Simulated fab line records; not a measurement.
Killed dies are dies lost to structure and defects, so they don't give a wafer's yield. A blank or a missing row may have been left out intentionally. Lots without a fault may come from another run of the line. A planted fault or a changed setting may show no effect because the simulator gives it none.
What tool caused it? | flow berkeley cmos170 | 30 wafers from 10 lots sampled at 5 of the route's 331 steps

## WHAT EACH GAUGE READ, for each wafer
UCB170_GATE_THK_MEAS_02. Usual: GATE_OXIDE_THK 6.57 nm, standard deviation 0.13.
lot  | measured     | on            | GATE_OXIDE_THK (nm) | flag
L355 | day 7 06:51  | film metro-04 | 6.38 6.32 6.23      |
L356 | day 7 12:32  | film metro-01 | 6.45 6.56 6.55      |
L357 | day 7 20:02  | film metro-03 | 6.43 6.42 6.51      |
L358 | day 7 20:03  | film metro-01 | 6.58 6.64 6.55      |
L359 | day 7 20:04  | film metro-04 | 6.25 6.31 6.46      |
L360 | day 8 04:04  | film metro-03 | 6.48 6.56 6.38      |
L362 | day 8 04:06  | film metro-04 | 6.62 6.73 6.72      |
L364 | day 8 18:45  | film metro-03 | 6.52 6.54 6.66      |
L374 | day 10 16:38 | film metro-04 | 6.49 6.41 6.51      |
L375 | day 10 16:42 | film metro-01 | 6.59 6.60 6.71      |

UCB170_M2_RS_MEAS_02: the measuring method here is four-point-probe. Usual: M2_AL_RS 0.0320 ohm/sq, standard deviation 0.00032.
lot  | measured     | on            | M2_AL_RS (ohm/sq)    | flag
L355 | day 8 18:22  | film metro-02 | 0.0320 0.0320 0.0320 |
L356 | day 9 03:30  | film metro-02 | 0.0321 0.0317 0.0316 |
L357 | day 9 08:04  | film metro-04 | 0.0323 0.0321 0.0324 |
L358 | day 9 09:34  | film metro-01 | 0.0324 0.0329 0.0323 |
L359 | day 9 07:07  | film metro-02 | 0.0319 0.0314 0.0316 |
L360 | day 9 17:43  | film metro-02 | 0.0316 0.0324 0.0321 |
L362 | day 9 19:33  | film metro-04 | 0.0324 0.0326 0.0325 |
L364 | day 10 07:53 | film metro-01 | 0.0321 0.0323 0.0318 |
L374 | day 12 11:27 | film metro-04 | 0.0322 0.0323 0.0325 |
L375 | day 12 11:58 | film metro-01 | 0.0319 0.0318 0.0317 |

UCB170_M3_OVL_MEAS_16. Usual: M3_OVL 0 nm, standard deviation 5.4.
lot  | measured     | on         | M3_OVL (nm) | flag
L355 | day 9 02:46  | overlay-01 | 1 2 3       |
L356 | day 9 11:03  | overlay-01 | 13 -2 3     |
L357 | day 9 15:56  | overlay-02 | 6 1 3       |
L358 | day 9 18:42  | overlay-01 | 89 85 91    | OFF
L359 | day 9 15:06  | overlay-02 | -6 -7 -1    |
L360 | day 10 02:41 | overlay-01 | 6 -3 11     |
L362 | day 10 04:30 | overlay-01 | 86 83 88    | OFF
L364 | day 10 15:46 | overlay-02 | -5 -2 -5    |
L374 | day 12 22:18 | overlay-01 | 5 -3 0      |
L375 | day 12 22:51 | overlay-02 | -4 4 3      |

## TOOL THAT RAN EACH LOT (tool first, then ch and the chambers of the sampled wafers, then the start)
lot  | UCB170_CONTACT_STRIP_06              | UCB170_M3_EXPOSE_12
L355 | plasma asher-01 ch 1, day 8 08:14    | krf scanner-02 ch 0, day 9 02:16
L356 | plasma asher-04 ch 0,1, day 8 16:05  | krf scanner-01 ch 0, day 9 10:33
L357 | plasma asher-04 ch 0,1, day 9 00:14  | krf scanner-02 ch 0, day 9 15:25
L358 | plasma asher-01 ch 0,1, day 9 00:14  | krf scanner-02 ch 0, day 9 17:54
L359 | plasma asher-01 ch 0,1, day 8 22:29  | krf scanner-02 ch 0, day 9 14:23
L360 | plasma asher-04 ch 0,1, day 9 08:34  | krf scanner-01 ch 0, day 10 01:19
L362 | plasma asher-01 ch 0, day 9 10:31    | krf scanner-02 ch 0, day 10 03:31
L364 | plasma asher-01 ch 0,1, day 9 21:40  | krf scanner-01 ch 0, day 10 15:03
L374 | plasma asher-04 ch 0,1, day 11 22:35 | krf scanner-01 ch 0, day 12 21:25
L375 | plasma asher-03 ch 0,1, day 11 22:35 | krf scanner-01 ch 0, day 12 21:54
- UCB170_CONTACT_STRIP_06: strips in O2.
- UCB170_M3_EXPOSE_12: exposes mask METAL3, target cd 700 nm.

## AS READ BY THE TOOLS THEMSELVES (means over the sampled wafers that have a number; for cases with no such wafer, the mark the record gives instead)
UCB170_CONTACT_STRIP_06. Usual: drypump motor current A 5.4 A, standard deviation 0.32; oes product au 0.735 a.u., standard deviation 0.0045; strip time to endpoint s 21.98 s, standard deviation 0.05.
lot  | tool            | drypump motor current A (A) | oes product au (a.u.) | strip time to endpoint s (s) | flag
L355 | plasma asher-01 | 5.3                         | 0.733                 | 21.93                        |
L356 | plasma asher-04 | 5.1                         | 0.734                 | 22.03                        |
L357 | plasma asher-04 | 5.2                         | 0.735                 | 21.99                        |
L358 | plasma asher-01 | 5.3                         | 0.737                 | 21.99                        |
L359 | plasma asher-01 | 5.3                         | 0.736                 | 21.99                        |
L360 | plasma asher-04 | 5.1                         | 0.733                 | 21.97                        |
L362 | plasma asher-01 | 5.3                         | 0.740                 | 21.97                        |
L364 | plasma asher-01 | 5.3                         | 0.734                 | 22.03                        |
L374 | plasma asher-04 | 5.1                         | 0.733                 | 21.97                        |
L375 | plasma asher-03 | 6.0                         | 0.732                 | 22.01                        |

UCB170_M3_EXPOSE_12. Usual: 0.0 nm for focus offset nm, sd 0.53.
lot  | tool           | focus offset nm (nm) | flag
L355 | krf scanner-02 | -0.3                 |
L356 | krf scanner-01 | -0.2                 |
L357 | krf scanner-02 | 0.9                  |
L358 | krf scanner-02 | 0.5                  |
L359 | krf scanner-02 | -0.0                 |
L360 | krf scanner-01 | -0.4                 |
L362 | krf scanner-02 | -0.5                 |
L364 | krf scanner-01 | -0.0                 |
L374 | krf scanner-01 | 0.3                  |
L375 | krf scanner-01 | 0.3                  |

## THE ANSWER, worked out from the rows above alone
Rule: take the mean of a lot's wafers that have a number; if it is more than 3 standard deviations from the usual mean, the lot is off. A lot without any number at a reading at which 4 lots or more have one is off too. Where the step has rows for the other lots, those lots are counted as sound. The gauges are gone through in route order, then the tools' own readings, and for those a lot's mean is taken as printed above. At the first step where some lot is off, the reading lying furthest off is the one used; lots without a number count as furthest.
Off: at UCB170_M3_OVL_MEAS_16 (M3_OVL), L358, L362.
A tool fits if, at a process step before that reading, it ran every lot that is off, and no sound lot after the first of them. The gauges at UCB170_M3_OVL_MEAS_16 are tried like those tools. One fits: krf scanner-02 at UCB170_M3_EXPOSE_12. Its last sound lot is L357 (day 9 15:25), its first lot that is off L358 (day 9 17:54): a fault that began between those two fits.

## WHAT WAS PUT IN BY THE SIMULATOR
Scanner matching overlay: krf scanner-02, from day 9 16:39 on, at UCB170_M3_EXPOSE_12. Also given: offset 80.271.
Shown lots that were struck: L358, L362. The same result came from the rule above.
